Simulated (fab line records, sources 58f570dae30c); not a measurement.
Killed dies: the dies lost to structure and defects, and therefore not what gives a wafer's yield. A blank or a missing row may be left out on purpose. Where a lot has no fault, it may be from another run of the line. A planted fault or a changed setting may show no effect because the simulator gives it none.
Split-lot experiment / flow berkeley cmos170 / 5 lots, 23 wafers read, on a route of 331 steps

== ON THE SPLIT ==
At UCB170_M3_METAL_ETCH_18 (etches Al in Cl2/BCl3, stops on SiO2, target depth 1170 nm, time 195 s), the setting time s was moved away from the recipe's 195 s on 5 of the 23 wafers read, by -10.0% to -9.5%. For the rest of the wafers, this setting stayed at what the recipe calls for.

Between the split and the reading, the file records no step.

== THE READING ==
oes product au, in a.u., at UCB170_M3_STRIP_19 (strips in O2). Typical for fault-free wafers on this fab line: 0.561 a.u., with standard deviation 0.019 a.u.

wafer=L074.1; tool, chamber at the split=rie metal-03, 0; time s as run, s=195; against the recipe=recipe; oes product au, a.u.=0.550; against lot-mates on the recipe=-
wafer=L074.2; tool, chamber at the split=rie metal-03, 1; time s as run, s=195; against the recipe=recipe; oes product au, a.u.=0.580; against lot-mates on the recipe=-
wafer=L074.6; tool, chamber at the split=rie metal-03, 0; time s as run, s=195; against the recipe=recipe; oes product au, a.u.=0.555; against lot-mates on the recipe=-
wafer=L076.2; tool, chamber at the split=rie metal-03, 0; time s as run, s=195; against the recipe=recipe; oes product au, a.u.=0.545; against lot-mates on the recipe=-
wafer=L076.3; tool, chamber at the split=rie metal-03, 1; time s as run, s=175.5; against the recipe=-10.0%; oes product au, a.u.=0.649; against lot-mates on the recipe=+0.105
wafer=L076.4; tool, chamber at the split=rie metal-03, 0; time s as run, s=195; against the recipe=recipe; oes product au, a.u.=0.542; against lot-mates on the recipe=-
wafer=L076.5; tool, chamber at the split=rie metal-03, 0; time s as run, s=175.5; against the recipe=-10.0%; oes product au, a.u.=0.625; against lot-mates on the recipe=+0.081
wafer=L076.6; tool, chamber at the split=rie metal-03, 1; time s as run, s=175.5; against the recipe=-10.0%; oes product au, a.u.=0.648; against lot-mates on the recipe=+0.104
wafer=L078.1; tool, chamber at the split=rie metal-01, 0; time s as run, s=176.4; against the recipe=-9.5%; oes product au, a.u.=0.619; against lot-mates on the recipe=+0.064
wafer=L078.2; tool, chamber at the split=rie metal-01, 0; time s as run, s=176.4; against the recipe=-9.5%; oes product au, a.u.=0.625; against lot-mates on the recipe=+0.070
wafer=L078.4; tool, chamber at the split=rie metal-01, 0; time s as run, s=195; against the recipe=recipe; oes product au, a.u.=0.552; against lot-mates on the recipe=-
wafer=L078.5; tool, chamber at the split=rie metal-01, 0; time s as run, s=195; against the recipe=recipe; oes product au, a.u.=0.555; against lot-mates on the recipe=-
wafer=L078.6; tool, chamber at the split=rie metal-01, 0; time s as run, s=195; against the recipe=recipe; oes product au, a.u.=0.557; against lot-mates on the recipe=-
wafer=L082.1; tool, chamber at the split=rie metal-04, 1; time s as run, s=195; against the recipe=recipe; oes product au, a.u.=0.567; against lot-mates on the recipe=-
wafer=L082.3; tool, chamber at the split=rie metal-04, 1; time s as run, s=195; against the recipe=recipe; oes product au, a.u.=0.571; against lot-mates on the recipe=-
wafer=L082.4; tool, chamber at the split=rie metal-04, 0; time s as run, s=195; against the recipe=recipe; oes product au, a.u.=0.533; against lot-mates on the recipe=-
wafer=L082.5; tool, chamber at the split=rie metal-04, 0; time s as run, s=195; against the recipe=recipe; oes product au, a.u.=0.522; against lot-mates on the recipe=-
wafer=L082.6; tool, chamber at the split=rie metal-04, 1; time s as run, s=195; against the recipe=recipe; oes product au, a.u.=0.572; against lot-mates on the recipe=-
wafer=L083.1; tool, chamber at the split=rie metal-01, 0; time s as run, s=195; against the recipe=recipe; oes product au, a.u.=0.553; against lot-mates on the recipe=-
wafer=L083.2; tool, chamber at the split=rie metal-01, 1; time s as run, s=195; against the recipe=recipe; oes product au, a.u.=0.545; against lot-mates on the recipe=-
wafer=L083.4; tool, chamber at the split=rie metal-01, 0; time s as run, s=195; against the recipe=recipe; oes product au, a.u.=0.543; against lot-mates on the recipe=-
wafer=L083.5; tool, chamber at the split=rie metal-01, 1; time s as run, s=195; against the recipe=recipe; oes product au, a.u.=0.554; against lot-mates on the recipe=-
wafer=L083.6; tool, chamber at the split=rie metal-01, 0; time s as run, s=195; against the recipe=recipe; oes product au, a.u.=0.553; against lot-mates on the recipe=-

THE FIT
A straight line over all 23 wafers: oes product au changes by -0.00822 a.u. for each +1% of time s; r = -0.93; the points scatter about the line by 0.014 a.u.
The same after taking each lot's own level away (the mean of its wafers on the recipe; 23 wafers): -0.00872 a.u. for each +1%; r = -0.94; scatter 0.014 a.u.
On that fit, the largest move of time s shifts the reading by 0.087 a.u.
The lots' own levels span 0.5435 to 0.5617 a.u., that is 1.0 times the standard deviation above.
The two slopes are in agreement: the lot-to-lot level therefore moves the slope only a little.
Check: for one of the wafers moved furthest among these (-10.0%), held out of the fit, the line's prediction against its lot-mates is +0.0823 a.u. It came out at +0.105 a.u. against them.
Tool readings at the split's step, against how far the setting was moved: oes product au r = -0.90.

== OTHER SPLITS APPLIED TO THESE WAFERS ==
These wafers also went through other splits before the reading. Each is held against what the fit with the lots' levels taken away leaves over:
other split on the same wafers=UCB170_V2_DEVELOP_11 develop time s; wafers away from the commonest value=7; r with oes product au (lot level and that fit taken away)=+0.34
other split on the same wafers=UCB170_M3_PEB_13 peb temp c; wafers away from the commonest value=8; r with oes product au (lot level and that fit taken away)=+0.17

== THE WHOLE CHAIN: every reading that the file lists as answering this split, in the file's order ==
step=UCB170_M3_METAL_ETCH_18; what it does=etches Al in Cl2/BCl3, stops on SiO2, target depth 1170 nm, time 195 s; reading=oes product au; change (the file's fit)=-0.00488 a.u. for each +1% of the setting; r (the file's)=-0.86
step=UCB170_M3_METAL_ETCH_18; what it does=etches Al in Cl2/BCl3, stops on SiO2, target depth 1170 nm, time 195 s; reading=KrF_of_M3_COAT_10.thk nm (the simulator's own value, which no gauge read); change (the file's fit)=-7.92 nm for each +1% of the setting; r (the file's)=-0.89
step=UCB170_M3_STRIP_19; what it does=strips in O2; reading=oes product au; change (the file's fit)=-0.00845 a.u. for each +1% of the setting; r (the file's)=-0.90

== FILE'S OWN FIT ==
oes product au changes by -0.00845 a.u. for each +1% of time s, r = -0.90.
